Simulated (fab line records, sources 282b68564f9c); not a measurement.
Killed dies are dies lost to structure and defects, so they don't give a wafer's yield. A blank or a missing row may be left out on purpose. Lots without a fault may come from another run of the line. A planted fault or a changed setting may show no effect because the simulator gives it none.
A struck lot beside a sound one | flow rit_cmos | 15 steps out of a route of 202
Sound: wafers L323.3, L323.5, L323.6. Struck: wafers L329.2, L329.3, L329.5. The cause comes at the end.
At each step with rows: each side's tool, then ch and its chambers, then its first start. Under that, the readings that differ: sound wafers | struck wafers | difference of the means | sigmas: that difference in standard deviations of wafers without a fault.
alike: readings whose means differ by less than 2 such deviations, and words and numbers that are the same on both sides. not compared: withheld readings, readings that some wafer has no value for, bounds like >300 that may hide the same value, and numbers for which the record gives no deviation and whose values overlap.
The two part at a step that has a row with sigmas, a row that says differs or no value, or rows on one side only. Numbers that don't overlap but have no deviation are shown without sigmas and don't part them. A reading that every wafer of one side lacks parts them only if that side has two wafers or more.

first, 2 steps without rows for these wafers: RIT_SDANNEAL_CLEAN_01 (cleans in dHF, time 30 s); RIT_SDANNEAL_CLEAN_02 (cleans in SC2, time 600 s).
RIT_SDANNEAL_RTA_03: time 5 s.
  sound on rtp_anneal-02 ch 0, day 3 15:14; struck on rtp_anneal-01 ch 0, day 4 17:41
  alike: anneal_temp_c_max, wafer_temp_C_max
RIT_SDANNEAL_RS_MEAS_04: measures by four-point-probe.
  sound on film_metro-03, day 3 15:19; struck on film_metro-02, day 4 17:44
  alike: PSD_RS
RIT_SDANNEAL_RS_MEAS_05: measures by four-point-probe.
  sound on film_metro-03, day 3 15:26; struck on film_metro-02, day 4 17:52
  alike: NSD_RS
RIT_SDANNEAL_RS_MEAS_06: measures by four-point-probe.
  sound on film_metro-03, day 3 15:34; struck on film_metro-02, day 4 17:59
  alike: PLDD_RS
RIT_SDANNEAL_RS_MEAS_07: measures by four-point-probe.
  sound on film_metro-03, day 3 15:41; struck on film_metro-02, day 4 18:06
  alike: NLDD_RS
then, 1 step without rows for these wafers: RIT_SILICIDE_WET_ETCH_00 (etches SiO2 in BOE, target depth 14 nm, time 15 s).
RIT_SILICIDE_SPUTTER_01: material Ti, target thk 30 nm, time 240 s.
  sound on pvd_sputter-04, day 3 15:47; struck on pvd_sputter-01, day 4 18:13
  alike: chamber_pressure_pa, throttle_valve_pct
RIT_SILICIDE_RS_MEAS_02: measures by four-point-probe.
  sound on film_metro-04, day 3 15:58; struck on film_metro-04, day 4 18:23
  alike: SILICIDE_TI_RS
RIT_SILICIDE_THK_MEAS_03: measures by xrf.
  sound on film_metro-04, day 3 16:04; struck on film_metro-04, day 4 18:30
  reading              | sound          | struck         | difference | sigmas
  SILICIDE_TI_THK (nm) | 30.0 30.1 30.2 | 29.1 29.6 29.2 | -0.8       | -2
RIT_SILICIDE_RTA_04: time 10 s, ramp up 5 s, ramp down 5 s.
  sound on rtp_anneal-02 ch 0, day 3 16:08; struck on rtp_anneal-02 ch 0, day 4 18:34
  alike: anneal_temp_c_max, wafer_temp_C_max
RIT_SILICIDE_WET_ETCH_05: etches Ti in SPM, time 120 s.
  sound on wet_bench-02 ch 0, day 3 16:10; struck on wet_bench-02 ch 3, day 4 18:37
  no value came back on the struck wafers for bath_guard_temp_C (C), bath_heat_duty_pct (%); on the sound wafers bath_guard_temp_C (C) reads 88.3 88.6 88.7
RIT_SILICIDE_RTA_06: time 10.37 s, ramp up 5 s, ramp down 10 s.
  sound on rtp_anneal-02 ch 0, day 3 16:14; struck on rtp_anneal-01 ch 0, day 4 18:40
  alike: anneal_temp_c_max, wafer_temp_C_max
RIT_M1_PROBE_99:
  the record has rows for the struck wafers here (prober-02, day 5 01:17) and none for the sound ones

WHERE THEY PART
First at RIT_SILICIDE_THK_MEAS_03; last, within this record, at RIT_M1_PROBE_99.

WHY: what the simulator had put in
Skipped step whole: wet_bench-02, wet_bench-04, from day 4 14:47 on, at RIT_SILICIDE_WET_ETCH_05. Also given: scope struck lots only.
